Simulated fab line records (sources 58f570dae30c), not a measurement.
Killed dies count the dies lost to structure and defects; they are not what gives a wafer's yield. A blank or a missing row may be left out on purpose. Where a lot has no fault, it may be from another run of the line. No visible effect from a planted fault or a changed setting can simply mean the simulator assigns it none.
Which tool was responsible?	flow berkeley cmos170	42 wafers from 14 lots sampled at 6 of the route's 331 steps

WHAT THE GAUGES READ, wafer by wafer
UCB170_M1_CD_MEAS_09: target cd 700 nm. Usual: cd nm reads 700.0 nm (standard deviation 1.4).
lot	measured	on	cd nm (nm)	flag
L970	day 8 00:17	cd sem-02	699.9 700.2 699.5	
L969	day 8 00:22	cd sem-01	698.1 698.2 699.4	
L968	day 8 02:14	cd sem-01	699.3 699.3 699.9	
L971	day 8 05:44	cd sem-01	701.0 699.9 701.8	
L972	day 8 06:20	cd sem-01	698.7 700.2 700.3	
L976	day 8 13:58	cd sem-02	701.7 701.1 700.7	
L975	day 8 15:10	cd sem-01	699.4 699.6 699.1	
L977	day 9 11:03	cd sem-01	698.1 697.4 698.2	
L980	day 9 21:08	cd sem-02	698.4 700.0 697.0	
L982	day 10 16:41	cd sem-02	701.4 699.7 701.4	
L984	day 11 00:55	cd sem-02	701.3 699.8 700.2	
L988	day 11 15:35	cd sem-01	701.9 702.9 702.4	
L989	day 11 23:04	cd sem-01	700.5 700.3 699.6	
L990	day 12 06:26	cd sem-02	701.9 702.1 700.8	

UCB170_V1_BOW_MEAS_03. Usual: V1_BOW 19 um, standard deviation 6.8.
lot	measured	on	V1_BOW (um)	flag
L970	day 8 03:04	film metro-01	14 26 19	
L969	day 8 03:02	film metro-03	23 23 20	
L968	day 8 06:26	film metro-04	26 15 26	
L971	day 8 12:06	film metro-01	19 35 14	
L972	day 8 12:04	film metro-04	14 21 10	
L976	day 8 21:16	film metro-04	12 22 29	
L975	day 8 21:13	film metro-01	17 17 22	
L977	day 9 14:58	film metro-01	27 30 20	
L980	day 10 01:14	film metro-03	24 15 28	
L982	day 10 20:57	film metro-01	16 15 14	
L984	day 11 04:28	film metro-01	29 23 18	
L988	day 11 20:35	film metro-04	15 25 15	
L989	day 12 04:39	film metro-01	14 15 22	
L990	day 12 12:16	film metro-04	17 19 20	

UCB170_M2_RS_MEAS_02: a four-point-probe measurement. Usual: M2_AL_RS 0.03243 ohm/sq, standard deviation 0.0003.
lot	measured	on	M2_AL_RS (ohm/sq)	flag
L970	day 8 05:38	film metro-01	0.03283 0.03257 0.03263	
L969	day 8 05:50	film metro-01	0.03252 0.03239 0.03245	
L968	day 8 08:39	film metro-02	0.03268 0.03252 0.03255	
L971	day 8 14:58	film metro-01	0.03223 0.0321 0.03209	
L972	day 8 15:02	film metro-04	0.03299 0.0329 0.03256	
L976	day 8 23:51	film metro-02	0.03248 0.03254 0.03296	
L975	day 8 23:58	film metro-01	0.03262 0.03263 0.03286	
L977	day 9 17:20	film metro-02	0.03263 0.03265 0.03258	
L980	day 10 04:41	film metro-04	0.03285 0.03302 0.0329	
L982	day 10 23:34	film metro-01	0.0272 0.02721 0.02741	OFF
L984	day 11 07:08	film metro-01	0.0271 0.02711 0.0271	OFF
L988	day 11 22:53	film metro-02	0.03219 0.03229 0.03226	
L989	day 12 06:53	film metro-01	0.03225 0.03212 0.03217	
L990	day 12 15:29	film metro-01	0.0326 0.03249 0.03237	

UCB170_M2_THK_MEAS_03: measures by xrf. Usual: M2_AL_THK 870 nm, standard deviation 8.5.
lot	measured	on	M2_AL_THK (nm)	flag
L970	day 8 05:43	film metro-01	871 867 872	
L969	day 8 05:56	film metro-01	876 872 870	
L968	day 8 08:45	film metro-02	863 870 867	
L971	day 8 15:04	film metro-01	876 875 887	
L972	day 8 15:10	film metro-04	865 856 870	
L976	day 8 23:56	film metro-02	873 872 856	
L975	day 9 00:05	film metro-01	865 867 860	
L977	day 9 17:27	film metro-02	867 861 873	
L980	day 10 04:49	film metro-04	849 843 856	
L982	day 10 23:40	film metro-01	1030 1031 1025	OFF
L984	day 11 07:14	film metro-01	1032 1036 1039	OFF
L988	day 11 23:00	film metro-02	874 870 879	
L989	day 12 07:00	film metro-01	873 884 875	
L990	day 12 15:37	film metro-01	869 863 871	

WHAT TOOL EACH LOT RAN ON (gives the tool, then ch and the chambers of the sampled wafers, and finally the start)
lot	UCB170_CONTACT_STRIP_19	UCB170_M2_SPUTTER_01
L970	plasma asher-01 ch 0,1, day 7 21:26	pvd sputter-01, day 8 05:29
L969	plasma asher-01 ch 0,1, day 7 21:40	pvd sputter-02, day 8 05:43
L968	plasma asher-02 ch 0,1, day 7 23:35	pvd sputter-03, day 8 08:31
L971	plasma asher-01 ch 0,1, day 8 04:15	pvd sputter-01, day 8 14:50
L972	plasma asher-03 ch 0,1, day 8 04:44	pvd sputter-03, day 8 14:58
L976	plasma asher-02 ch 0,1, day 8 11:34	pvd sputter-03, day 8 23:42
L975	plasma asher-03 ch 0, day 8 12:29	pvd sputter-02, day 8 23:53
L977	plasma asher-01 ch 1, day 9 09:01	pvd sputter-03, day 9 17:14
L980	plasma asher-02 ch 0,1, day 9 19:29	pvd sputter-02, day 10 04:37
L982	plasma asher-02 ch 0,1, day 10 14:52	pvd sputter-03, day 10 23:26
L984	plasma asher-02 ch 0,1, day 10 22:53	pvd sputter-03, day 11 07:00
L988	plasma asher-01 ch 0,1, day 11 12:58	pvd sputter-01, day 11 22:48
L989	plasma asher-02 ch 0,1, day 11 21:34	pvd sputter-01, day 12 06:48
L990	plasma asher-02 ch 0,1, day 12 03:23	pvd sputter-02, day 12 15:25
- UCB170_CONTACT_STRIP_19: strips in O2.
- UCB170_M2_SPUTTER_01: material Al, target thk 900 nm, time 120 s.

WHAT THE TOOLS THEMSELVES READ (means of the sampled wafers that have a number; where no wafer has one, the mark that the record gives instead)
UCB170_CONTACT_STRIP_19. Usual: drypump motor current A 5.63 A, standard deviation 0.26; oes product au 0.725 a.u., standard deviation 0.0044.
lot	tool	drypump motor current A (A)	oes product au (a.u.)	flag
L970	plasma asher-01	5.50	0.722	
L969	plasma asher-01	5.43	0.723	
L968	plasma asher-02	5.56	0.726	
L971	plasma asher-01	5.44	0.723	
L972	plasma asher-03	5.87	0.726	
L976	plasma asher-02	5.57	0.723	
L975	plasma asher-03	5.67	0.721	
L977	plasma asher-01	5.55	0.726	
L980	plasma asher-02	5.52	0.726	
L982	plasma asher-02	5.52	0.726	
L984	plasma asher-02	5.50	0.725	
L988	plasma asher-01	5.45	0.722	
L989	plasma asher-02	5.56	0.725	
L990	plasma asher-02	5.56	0.723	

UCB170_M2_SPUTTER_01. Usual: chamber pressure pa 0.5000 Pa, standard deviation 0.001; throttle valve pct 30.2 %, standard deviation 0.77.
lot	tool	chamber pressure pa (Pa)	throttle valve pct (%)	flag
L970	pvd sputter-01	0.4996	30.1	
L969	pvd sputter-02	0.4997	30.7	
L968	pvd sputter-03	0.5002	30.6	
L971	pvd sputter-01	0.4994	30.4	
L972	pvd sputter-03	0.4994	29.7	
L976	pvd sputter-03	0.4993	30.4	
L975	pvd sputter-02	0.4996	30.4	
L977	pvd sputter-03	0.4995	30.0	
L980	pvd sputter-02	0.4988	30.0	
L982	pvd sputter-03	0.5001	30.1	
L984	pvd sputter-03	0.5003	29.8	
L988	pvd sputter-01	0.5007	29.9	
L989	pvd sputter-01	0.5002	30.2	
L990	pvd sputter-02	0.5018	30.1	

THE ANSWER, worked out from the rows above alone
Rule: take the mean of a lot's wafers that have a number; if it is more than 3 standard deviations from the usual mean, the lot is off. Also off: a lot with no number at a reading for which 4 or more lots have one. Where the step has rows for the other lots, those lots are counted as sound. After the gauges, taken in route order, come the tools' own readings; for these a lot's mean is taken, as printed above. The first step at which some lot is off is used, and at that step the reading that is off furthest; a lot without a number counts as furthest.
Off: at UCB170_M2_RS_MEAS_02 (M2_AL_RS), L982, L984.
A tool fits if, at a process step before that reading, it ran every lot that is off, and no sound lot after the first of them. Those tools and the gauges at UCB170_M2_RS_MEAS_02 are tried in the same way. One fits: UCB170_M2_SPUTTER_01 on pvd sputter-03. Its last sound lot is L977 (day 9 17:14), its first lot that is off L982 (day 10 23:26): a fault that began between those two fits.

WHAT THE SIMULATOR PUT IN
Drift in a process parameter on pvd sputter-03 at UCB170_M2_SPUTTER_01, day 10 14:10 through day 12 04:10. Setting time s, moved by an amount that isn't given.
Lots struck among those shown: L982, L984. Same finding as the rule above.
